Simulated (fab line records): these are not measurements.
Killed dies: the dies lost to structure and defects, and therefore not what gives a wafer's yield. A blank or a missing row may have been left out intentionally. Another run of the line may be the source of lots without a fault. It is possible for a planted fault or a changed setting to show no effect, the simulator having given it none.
fab line records ; flow ritCmos
record lots=6; wafers=18; lastDay=8
route steps=202 shown ACTIVE@19 FOX1@20 FOX2@23 NWELL@28 M1@202
lots that met no fault: taken from a fault-free run of the same line
startH: the number of hours between the record's first day and the start of the first shown wafer of the lot ; waitH: time in hours since the lot's previous step ; " identical to the entry in the row above ; L1.1+2: a row that stands for several wafers ; - value missing, or start not given ; * or withheld: withheld ; < > ~ a bound
route shown NAME@n: a module of which the file shows steps, and the number in the route of the first ; usual: mean/standard deviation of fault-free wafers ; same: alike in all rows ; chamber/n: place in a boat ; sites: the reading at each site ; _std_site: the standard deviation of these ; _edge_site: the outer-site mean with the inner-site mean subtracted ; radiusMm: how far each site lies from the wafer's centre ; mask NAME#n: copy n ; behind: the most recent tool/chamber to have shaped the wafer ; hold: reason for holding the lot/hours on hold/outcome of the hold ; device: which transistor (n, p or np) failed to switch ; end of line: the same wafers' tests at the end of the route ; for a step that has no rows: nothing shown but its recipe ; killed: count of dies lost to structure and defects at first sort (not the wafer's yield) ; map: the dies of a wafer, with x for killed, . for not killed, _ for no die there
set.NAME: the run value of the setting; set.NAME@STEP: its run value at that earlier step ; model.NAME: the simulator's own value behind a step, which no gauge read
lots at some steps of the route; a table a step, a row a wafer
services: from which hour (startH, from the record's first day; less than 0 if before it) a tool's chamber was out of use, for how many hours, and why
## steps
# step RIT_ACTIVE_CLEAN_17
# recipe chemistry=SC2; mix=3:3:50; timeS=600; tempC=75; dry=n2Spin
# step RIT_FOX1_OXIDATION_00
# recipe tempC=1100; ambient=H2O; targetThkA=3507; pH2oTorr=720; oxTimeS=1130
# step RIT_FOX1_THK_MEAS_01
# recipe reads=SiO2_of_FOX1_OXIDATION_00
# usual FOX1_OXIDE_THK=352/5.5
lot.wafer;tool;chamber;startH;waitH;FOX1_OXIDE_THK[nm]
L662.2;filmMetro-04;-;45.93;0.0;357
L662.3;filmMetro-04;-;45.93;0.0;354
L662.4;filmMetro-04;-;45.93;0.0;353
L663.1;filmMetro-04;-;49.73;0.0;358
L663.2;filmMetro-04;-;49.73;0.0;359
L663.4;filmMetro-04;-;49.73;0.0;360
L664.2;filmMetro-04;-;53.00;0.0;346
L664.5;filmMetro-04;-;53.00;0.0;346
L664.6;filmMetro-04;-;53.00;0.0;352
L668.1;filmMetro-02;-;71.99;0.0;367
L668.3;filmMetro-02;-;71.99;0.0;367
L668.5;filmMetro-02;-;71.99;0.0;367
L677.1;filmMetro-02;-;124.60;0.0;346
L677.4;filmMetro-02;-;124.60;0.0;350
L677.5;filmMetro-02;-;124.60;0.0;354
L678.1;filmMetro-02;-;134.88;0.0;353
L678.2;filmMetro-02;-;134.88;0.0;351
L678.6;filmMetro-02;-;134.88;0.0;347
# step RIT_FOX1_WET_ETCH_02
# recipe chemistry=BOE; targetDepthNm=350; timeS=390; tempC=21.5; dry=n2Spin; dilution=10:1; target=SiO2
# step RIT_FOX2_OXIDATION_00
# recipe tempC=1100; ambient=H2O; targetThkA=3507; pH2oTorr=720; oxTimeS=1130
# step RIT_FOX2_THK_MEAS_01
# recipe reads=SiO2_of_FOX2_OXIDATION_00
# usual FOX2_OXIDE_THK=354/5.3
lot.wafer;tool;chamber;startH;waitH;FOX2_OXIDE_THK[nm]
L662.2;filmMetro-01;-;47.44;0.0;350
L662.3;filmMetro-01;-;47.44;0.0;352
L662.4;filmMetro-01;-;47.44;0.0;356
L663.1;filmMetro-03;-;51.43;0.0;355
L663.2;filmMetro-03;-;51.43;0.0;353
L663.4;filmMetro-03;-;51.43;0.0;358
L664.2;filmMetro-03;-;54.49;0.0;358
L664.5;filmMetro-03;-;54.49;0.0;351
L664.6;filmMetro-03;-;54.49;0.0;356
L668.1;filmMetro-01;-;73.48;0.0;357
L668.3;filmMetro-01;-;73.48;0.0;355
L668.5;filmMetro-01;-;73.48;0.0;359
L677.1;filmMetro-04;-;133.57;0.0;353
L677.4;filmMetro-04;-;133.57;0.0;348
L677.5;filmMetro-04;-;133.57;0.0;351
L678.1;filmMetro-03;-;140.07;0.0;357
L678.2;filmMetro-03;-;140.07;0.0;351
L678.6;filmMetro-03;-;140.07;0.0;351
# step RIT_FOX2_CLEAN_02
# recipe chemistry=dHF; dilution=50:1; timeS=180
# step RIT_FOX2_WET_ETCH_03
# recipe chemistry=H3PO4; target=Si3N4; targetDepthNm=195; tempC=165; timeS=2700
# step RIT_FOX2_THK_MEAS_90
# recipe reads=SiO2_of_FOX2_OXIDATION_00
# usual FIELD_OXIDE_LEFT_1_THK=326/5.2
lot.wafer;tool;chamber;startH;waitH;FIELD_OXIDE_LEFT_1_THK[nm]
L662.2;filmMetro-03;-;48.32;0.0;323
L662.3;filmMetro-03;-;48.32;0.0;324
L662.4;filmMetro-03;-;48.32;0.0;329
L663.1;filmMetro-03;-;52.30;0.0;328
L663.2;filmMetro-03;-;52.30;0.0;325
L663.4;filmMetro-03;-;52.30;0.0;331
L664.2;filmMetro-03;-;55.37;0.0;331
L664.5;filmMetro-03;-;55.37;0.0;324
L664.6;filmMetro-03;-;55.37;0.0;328
L668.1;filmMetro-04;-;74.36;0.0;330
L668.3;filmMetro-04;-;74.36;0.0;327
L668.5;filmMetro-04;-;74.36;0.0;331
L677.1;filmMetro-04;-;134.45;0.0;326
L677.4;filmMetro-04;-;134.45;0.0;321
L677.5;filmMetro-04;-;134.45;0.0;324
L678.1;filmMetro-04;-;141.02;0.0;330
L678.2;filmMetro-04;-;141.02;0.0;323
L678.6;filmMetro-04;-;141.02;0.0;323
# step RIT_NWELL_HMDS_00
# recipe primeTimeS=60; primeTempC=140
# step RIT_NWELL_COAT_01
# recipe resist=NOVOLAK; spinRpm=2000; resistThkNm=1300
# step RIT_NWELL_SOFTBAKE_02
# recipe resist=NOVOLAK; tempC=90; timeS=60
# step RIT_NWELL_EXPOSE_03
# recipe maskId=M2; na=0.57; targetCdNm=43900; doseMj=250
# same na=0.57
lot.wafer;tool;chamber;startH;waitH;mask;model.NWELL.overlayXNm
L662.2+3+4;ilineStepper-02;0;48.96;0.2;M2#0;-0.194
L663.1+2+4;ilineStepper-01;0;53.03;0.3;M2#0;0.9828
L664.2+5+6;ilineStepper-01;0;55.89;0.1;M2#0;1.103e+04
L668.1+3+5;ilineStepper-01;0;75.00;0.2;M2#0;1.103e+04
L677.1+4+5;ilineStepper-02;0;134.96;0.1;M2#0;-0.04843
L678.1+2+6;ilineStepper-02;0;141.53;0.1;M2#0;-0.9768
# step RIT_NWELL_PEB_04
# recipe resist=NOVOLAK; tempC=withheld; timeS=withheld
# step RIT_NWELL_DEVELOP_05
# recipe resist=NOVOLAK; developTimeS=68; devTempC=23
# step RIT_NWELL_OVL_MEAS_06
# usual NWELL_OVL=0.1/1.5
lot.wafer;tool;chamber;startH;waitH;NWELL_OVL[nm]
L662.2;overlay-01;-;49.38;-;-1.1
L662.3;overlay-01;-;49.38;-;-0.5
L662.4;overlay-01;-;49.38;-;-2.4
L663.1;overlay-01;-;53.46;-;4.0
L663.2;overlay-01;-;53.46;-;2.7
L663.4;overlay-01;-;53.46;-;2.5
L664.2;overlay-02;-;56.30;-;-
L664.5;overlay-02;-;56.30;-;-
L664.6;overlay-02;-;56.30;-;-
L668.1;overlay-02;-;75.43;-;-
L668.3;overlay-02;-;75.43;-;-
L668.5;overlay-02;-;75.43;-;-
L677.1;overlay-02;-;135.39;-;-1.0
L677.4;overlay-02;-;135.39;-;-1.2
L677.5;overlay-02;-;135.39;-;0.6
L678.1;overlay-02;-;141.96;-;-2.4
L678.2;overlay-02;-;141.96;-;-3.1
L678.6;overlay-02;-;141.96;-;-4.3
# step RIT_NWELL_HARDBAKE_07
# recipe resist=NOVOLAK; tempC=140; timeS=120
# step RIT_M1_PROBE_99
# usual killedAtContacts=0.1/0.3; killedAtFrontEnd=7/3.1; killedDies=7/3.1; killedOnRim=1.9/1.5; killedOpen=3.8/2.3; killedShort=3.2/1.9
# same grossDies=264; killed_at_M0_to_M3=0; killed_at_M4_up=0; killedAtBackSide=0; killedAtOther=0
lot.wafer;tool;chamber;startH;waitH;killedAtContacts;killedAtFrontEnd;killedDies;killedOnRim;killedOpen;killedShort;model.etest.wellEdgeLeft.lineOhmUm;model.etest.nmos_0p3.rOnOhmUm;model.etest.nmosTurned.driveUaUm;model.etest.nmos_0p15.driveUaUm;model.etest.nmos_0p15.rOnOhmUm;model.etest.nmos_0p3.driveUaUm;model.etest.nmosNarrow.driveUaUm;model.etest.wellEdgeRight.lineOhmUm
L662.2;prober-02;-;91.80;0.1;0;3;3;0;2;1;179.8;2207;304.3;453.1;1101;209.9;209.9;181.3
L662.3;prober-02;-;91.85;0.2;0;4;4;1;3;1;182.8;2212;303.3;449;1143;214.1;215;184
L662.4;prober-02;-;91.90;0.2;0;8;8;1;5;3;183.3;2177;304.1;452.1;1115;214.6;214.1;181.6
L663.1;prober-01;-;94.47;0.1;2;3;5;1;2;3;184.3;2143;327.3;470.7;1150;230.5;225.1;181.3
L663.2;prober-01;-;94.52;0.1;0;9;9;1;5;4;181.2;2147;324;461.1;1129;225.1;222.5;180.8
L663.4;prober-01;-;94.62;0.2;0;3;3;0;0;3;180.1;2090;335.3;478.9;1089;232.4;224.5;184.3
L664.2;prober-02;-;96.96;0.1;0;264;264;70;2;2;2122;1834;463.9;591.5;972.9;305.4;277.8;155.2
L664.5;prober-02;-;97.11;0.2;0;264;264;70;2;4;2070;1842;464.8;594.4;997.8;306;284;155.6
L664.6;prober-02;-;97.16;0.2;0;264;264;70;6;3;2092;1849;460.5;592.4;970.2;299.4;271.1;155
L668.1;prober-02;-;119.46;0.1;0;264;264;70;4;3;2105;1828;490;607.1;945;300.5;264.2;155.4
L668.3;prober-02;-;119.56;0.2;1;263;264;70;5;3;2124;1869;492.4;610.4;993.7;303.2;271.3;155.9
L668.5;prober-02;-;119.66;0.2;0;264;264;70;4;1;2087;1870;479.4;598;992.9;295.1;262.3;157
L677.1;prober-02;-;181.89;0.1;0;3;3;1;2;1;183.1;2212;313.7;454.7;1161;214.9;218;183.7
L677.4;prober-02;-;182.04;0.2;0;9;9;3;2;7;182.8;2178;320.3;441.3;1121;214.5;215.3;181.1
L677.5;prober-02;-;182.09;0.2;0;4;4;0;1;3;181.1;2223;305.4;447.5;1167;212.3;215.7;179.6
L678.1;prober-01;-;184.32;0.1;0;3;3;0;1;2;183.8;2131;334.4;467.8;1079;219.5;218.3;183.9
L678.2;prober-01;-;184.37;0.1;0;7;7;2;4;3;182.5;2144;341.6;475.2;1126;226.7;228.1;181
L678.6;prober-01;-;184.57;0.2;0;7;7;1;4;3;181.8;2193;325.4;466.4;1142;225.1;224.1;185.4
# killed by level:class
L662.2 FOX1:geometricParticle:open=1 GATE:geometricParticle:open=1 REOX:geometricParticle:short=1
L662.3 GATE:geometricParticle:open=2 FOX1:geometricParticle:short=1 FOX1:geometricParticle:open=1
L662.4 REOX:geometricParticle:open=3 FOX1:geometricParticle:short=1 GATE:geometricParticle:open=1 REOX:geometricParticle:short=1 SILICIDE:geometricParticle:open=1 SILICIDE:geometricParticle:short=1
L663.1 REOX:geometricParticle:open=1 REOX:geometricParticle:short=1 SPACER:geometricParticle:short=1 CONTACT:geometricParticle:open=1 CONTACT:geometricParticle:short=1
L663.2 GATE:geometricParticle:short=2 GATE:geometricParticle:open=2 FOX1:geometricParticle:open=1 FOX2:geometricParticle:short=1 FOX2:geometricParticle:open=1 SILICIDE:geometricParticle:open=1 SILICIDE:geometricParticle:short=1
L663.4 SILICIDE:geometricParticle:short=2 FOX1:geometricParticle:short=1
L664.2 NWELL:overlay=260 FOX1:geometricParticle:short=2 SPACER:geometricParticle:open=1 SILICIDE:geometricParticle:open=1
L664.5 NWELL:overlay=258 SPACER:geometricParticle:short=3 GATE:geometricParticle:open=1 REOX:geometricParticle:open=1 SILICIDE:geometricParticle:short=1
L664.6 NWELL:overlay=255 GATE:geometricParticle:open=3 SPACER:geometricParticle:open=2 GATE:geometricParticle:short=1 SPACER:geometricParticle:short=1 SILICIDE:geometricParticle:short=1 SILICIDE:geometricParticle:open=1
L668.1 NWELL:overlay=257 GATE:geometricParticle:short=2 GATE:geometricParticle:open=2 SPACER:geometricParticle:open=2 SPACER:geometricParticle:short=1
L668.3 NWELL:overlay=255 SPACER:geometricParticle:open=2 FOX1:geometricParticle:short=1 GATE:geometricParticle:open=1 GATE:geometricParticle:short=1 REOX:geometricParticle:short=1 SILICIDE:geometricParticle:open=1 CONTACT:geometricParticle:open=1
L668.5 NWELL:overlay=259 GATE:geometricParticle:open=2 GATE:geometricParticle:short=1 REOX:geometricParticle:open=1 SILICIDE:geometricParticle:open=1
L677.1 FOX2:geometricParticle:short=1 GATE:geometricParticle:open=1 SILICIDE:geometricParticle:open=1
L677.4 GATE:geometricParticle:short=5 FOX1:geometricParticle:short=2 GATE:geometricParticle:open=2
L677.5 SILICIDE:geometricParticle:short=2 GATE:geometricParticle:open=1 REOX:geometricParticle:short=1
L678.1 FOX1:geometricParticle:short=1 GATE:geometricParticle:open=1 GATE:geometricParticle:short=1
L678.2 FOX2:geometricParticle:open=2 FOX2:geometricParticle:short=1 GATE:geometricParticle:short=1 GATE:geometricParticle:open=1 REOX:geometricParticle:short=1 SILICIDE:geometricParticle:open=1
L678.6 GATE:geometricParticle:open=2 SPACER:geometricParticle:short=2 GATE:geometricParticle:short=1 REOX:geometricParticle:open=1 SILICIDE:geometricParticle:open=1
# map L664.2 (x killed, . not)
________xxxxxxx_______
_____xxxxxxxxxxxxx____
____xxxxxxxxxxxxxxx___
___xxxxxxxxxxxxxxxxx__
__xxxxxxxxxxxxxxxxxxx_
__xxxxxxxxxxxxxxxxxxx_
_xxxxxxxxxxxxxxxxxxxxx
_xxxxxxxxxxxxxxxxxxxxx
_xxxxxxxxxxxxxxxxxxxxx
_xxxxxxxxxxxxxxxxxxxxx
__xxxxxxxxxxxxxxxxxxx_
__xxxxxxxxxxxxxxxxxxx_
___xxxxxxxxxxxxxxxxx__
____xxxxxxxxxxxxxxx___
_____xxxxxxxxxxxxx____
________xxxxxxx_______
# map L668.1 (x killed, . not)
________xxxxxxx_______
_____xxxxxxxxxxxxx____
____xxxxxxxxxxxxxxx___
___xxxxxxxxxxxxxxxxx__
__xxxxxxxxxxxxxxxxxxx_
__xxxxxxxxxxxxxxxxxxx_
_xxxxxxxxxxxxxxxxxxxxx
_xxxxxxxxxxxxxxxxxxxxx
_xxxxxxxxxxxxxxxxxxxxx
_xxxxxxxxxxxxxxxxxxxxx
__xxxxxxxxxxxxxxxxxxx_
__xxxxxxxxxxxxxxxxxxx_
___xxxxxxxxxxxxxxxxx__
____xxxxxxxxxxxxxxx___
_____xxxxxxxxxxxxx____
________xxxxxxx_______
## services
tool;chamber;startH;hours;kind
ilineStepper-02;-;50.85;2.2;repair
ilineStepper-01;-;63.44;1.7;pm
ilineStepper-02;-;71.24;4.4;pm
ilineStepper-01;0;114.00;-;calibration
ilineStepper-02;-;117.42;1.7;pm
## key
firstSign step=RIT_NWELL_OVL_MEAS_06; reading=NWELL_OVL; direction=missing
effect step=RIT_M1_PROBE_99; reading=killedDies; direction=up; sigmas=84; usual=7; struck=264
modelEffect step=RIT_NWELL_EXPOSE_03; value=NWELL.overlayXNm; without=-0.2375; struck=1.103e+04
modelEffect step=RIT_M1_PROBE_99; value=etest.wellEdgeLeft.lineOhmUm; without=182.9; struck=2100
moreKillsBornAt RIT_NWELL_EXPOSE_03@ilineStepper-01=1544
metAt RIT_NWELL_EXPOSE_03
struckWafers L664.2,L664.5,L664.6,L668.1,L668.3,L668.5
testerLeftOut L664,L668
onsetBetween 53.03 55.89
fault kind=scannerMatchingOverlay; tool=ilineStepper-01; chamber=-; onsetH=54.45; steps=RIT_NWELL_EXPOSE_03; offset=11029
# testerLeftOut: of these lots the tester's yield and bins aren't shown, on N5 and GAA mostly nor the transistor test; their killed dies are dies lost to structure and defects alone, not to doping, threshold or leakage, so they don't give the yield
